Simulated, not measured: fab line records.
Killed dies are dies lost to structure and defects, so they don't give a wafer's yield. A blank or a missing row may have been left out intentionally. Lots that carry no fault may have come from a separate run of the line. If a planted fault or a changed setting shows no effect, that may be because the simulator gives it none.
A lot that was struck, set against a sound lot :: flow rit_cmos :: 28 steps out of a route of 202
Sound: wafers L711.1, L711.4, L711.5. The struck wafers were L715.2, L715.3, L715.4. The cause comes at the end.
Order at every step that has rows: each side's tool, ch and its chambers, its first start. Under that, the readings that differ: sound wafers :: struck wafers :: difference of the means :: sigmas: that difference in standard deviations of wafers without a fault.
alike: readings with means less than 2 such deviations apart, plus words and numbers identical on both sides. not compared: withheld readings, readings lacking a value on some wafer, bounds such as >300 that could conceal the same value, and numbers that have no deviation in the record and whose values overlap.
Wherever a step has rows on one side only, a row that says differs or no value, or a row with sigmas, the two part there. Numbers that have no deviation but don't overlap get no sigmas and don't part them. Lack of a reading on every wafer of one side parts them only where that side has two or more wafers.

RIT_ACTIVE_BOW_MEAS_00:
  sound on film_metro-04, day 2 11:00; struck on film_metro-04, day 3 07:01
  alike: INCOMING_BOW
RIT_ACTIVE_OXIDATION_01: target thk 46.8 nm, ox time 3360 s.
  sound on furnace-01 ch 0, day 2 12:05; struck on furnace-04 ch 0, day 3 07:08
reading: spike_tc_centre_C (C)
sound: 1001.3 1001.5 1001.7
struck: 1014.4 1015.7 1016.1
difference: +13.9
sigmas: +9

reading: spike_tc_load_C (C)
sound: 1027.6 1026.1 1026.3
struck: 1040.9 1041.4 1040.1
difference: +14.1
sigmas: +6

reading: spike_tc_source_C (C)
sound: 1028.2 1029.0 1027.2
struck: 1035.6 1033.4 1035.6
difference: +6.7
sigmas: +2

reading: tube_center_temp_C (C)
sound: 1000 1000.1 999.87
struck: 1014.9 1015.1 1015.1
difference: +15.0
sigmas: +99 or more

reading: tube_center_temp_C_max
sound: 1002.9 1002.6 1003.1
struck: 1017.2 1017.9 1017.4
difference: +14.6
sigmas: +33

reading: zone_power_source_pct (%)
sound: 32.4 32.7 33.0
struck: 35.3 35.0 35.2
difference: +2.5
sigmas: +4

reading: model.SiO2_of_ACTIVE_OXIDATION_01.thk_nm (nm)
sound: 45.69 46.24 45.94
struck: 55.64 55.85 55.76
difference: +9.79
sigmas: 
RIT_ACTIVE_THK_MEAS_02:
  sound on film_metro-03, day 2 14:01; struck on film_metro-01, day 3 09:05
reading: ACTIVE_OXIDE_THK (nm)
sound: 45.7 46.2 45.9
struck: 55.6 55.8 55.8
difference: +9.8
sigmas: +10
then, 1 step without rows for these wafers: RIT_ACTIVE_CVD_03 (deposits Si3N4 from SiH2Cl2/NH3, target thk 150 nm, time 1500 s).
RIT_ACTIVE_THK_MEAS_04:
  sound on film_metro-03, day 2 17:23; struck on film_metro-01, day 3 10:43
  alike: ACTIVE_NITRIDE_THK
then, 6 steps without rows for these wafers: RIT_ACTIVE_HMDS_05 (prime time 60 s); RIT_ACTIVE_COAT_06 (resist thk 1000 nm); RIT_ACTIVE_SOFTBAKE_07 (time 60 s); RIT_ACTIVE_EXPOSE_08 (exposes mask M1, target cd 1400 nm); RIT_ACTIVE_PEB_09; RIT_ACTIVE_DEVELOP_10 (develop time 50 s).
RIT_ACTIVE_CD_MEAS_11 targets a cd of 1400 nm.
  sound on cd_sem-02, day 2 18:53; struck on cd_sem-01, day 3 11:40
  alike: cd_nm
then, 1 step without rows for these wafers: RIT_ACTIVE_HARDBAKE_12 (time 60 s).
RIT_ACTIVE_ETCH_13: etches Si3N4 in SF6, stops on SiO2, time 210 s, target depth 210 nm.
  sound on rie_diel-03 ch 0,1,2, day 2 19:10; struck on rie_diel-04 ch 1,2,3, day 3 11:58
reading: oes_product_au (a.u.)
sound: 0.801 0.813 0.805
struck: 0.833 0.842 0.828
difference: +0.028
sigmas: +2
  alike: drypump_motor_current_A, throttle_valve_pct
  not compared: rf_hours_counter_h
RIT_ACTIVE_STRIP_14: strips in O2, time 180 s.
  sound on plasma_asher-01 ch 0, day 2 19:18; struck on plasma_asher-02 ch 0,1, day 3 12:06
  alike: drypump_motor_current_A
  not compared: rf_hours_counter_h
RIT_ACTIVE_CD_MEAS_90 targets a cd of 1400 nm.
  sound on cd_sem-02, day 2 19:28; struck on cd_sem-02, day 3 12:18
  alike: cd_nm
then, 4 steps without rows for these wafers: RIT_ACTIVE_CLEAN_15 (cleans in SC1, time 600 s); RIT_ACTIVE_CLEAN_16 (cleans in dHF, time 30 s); RIT_ACTIVE_CLEAN_17 (cleans in SC2, time 600 s); RIT_FOX1_OXIDATION_00 (target thk 350.7 nm, ox time 1130 s).
RIT_FOX1_THK_MEAS_01:
  sound on film_metro-03, day 2 21:59; struck on film_metro-01, day 3 14:05
  alike: FOX1_OXIDE_THK
then, 2 steps without rows for these wafers: RIT_FOX1_WET_ETCH_02 (etches SiO2 in BOE, target depth 350 nm, time 390 s); RIT_FOX2_OXIDATION_00 (target thk 350.7 nm, ox time 1130 s).
RIT_FOX2_THK_MEAS_01:
  sound on film_metro-04, day 3 00:05; struck on film_metro-04, day 3 15:35
  alike: FOX2_OXIDE_THK
then, 1 step without rows for these wafers: RIT_FOX2_CLEAN_02 (cleans in dHF, time 180 s).
RIT_FOX2_WET_ETCH_03: etches Si3N4 in H3PO4, target depth 195 nm, time 2700 s.
  sound on wet_bench-01 ch 2, day 3 00:13; struck on wet_bench-04 ch 3, day 3 15:41
reading: model.SiO2_of_ACTIVE_OXIDATION_01.thk_nm (nm)
sound: 40.25 41.03 39.83
struck: 49.64 49.86 48.86
difference: +9.08
sigmas: 
  alike: bath_guard_temp_C
RIT_FOX2_THK_MEAS_90:
  sound on film_metro-04, day 3 01:44; struck on film_metro-04, day 3 16:28
  alike: FIELD_OXIDE_LEFT_1_THK
RIT_M1_PROBE_99:
  sound on prober-02, day 4 20:08; struck on prober-01, day 5 07:26
  alike: killed_at_front_end, killed_dies, killed_on_rim, killed_open, killed_short

== WHERE THEY PART ==
Earliest at RIT_ACTIVE_OXIDATION_01; latest, in this record, at RIT_ACTIVE_ETCH_13. Later steps at which nothing parts them and some readings are alike: RIT_ACTIVE_STRIP_14, RIT_ACTIVE_CD_MEAS_90, RIT_FOX1_THK_MEAS_01, RIT_FOX2_THK_MEAS_01, RIT_FOX2_WET_ETCH_03, RIT_FOX2_THK_MEAS_90, RIT_M1_PROBE_99.

WHY: what the simulator had put in
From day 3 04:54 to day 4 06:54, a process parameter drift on furnace-04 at RIT_ACTIVE_OXIDATION_01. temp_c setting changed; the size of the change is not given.
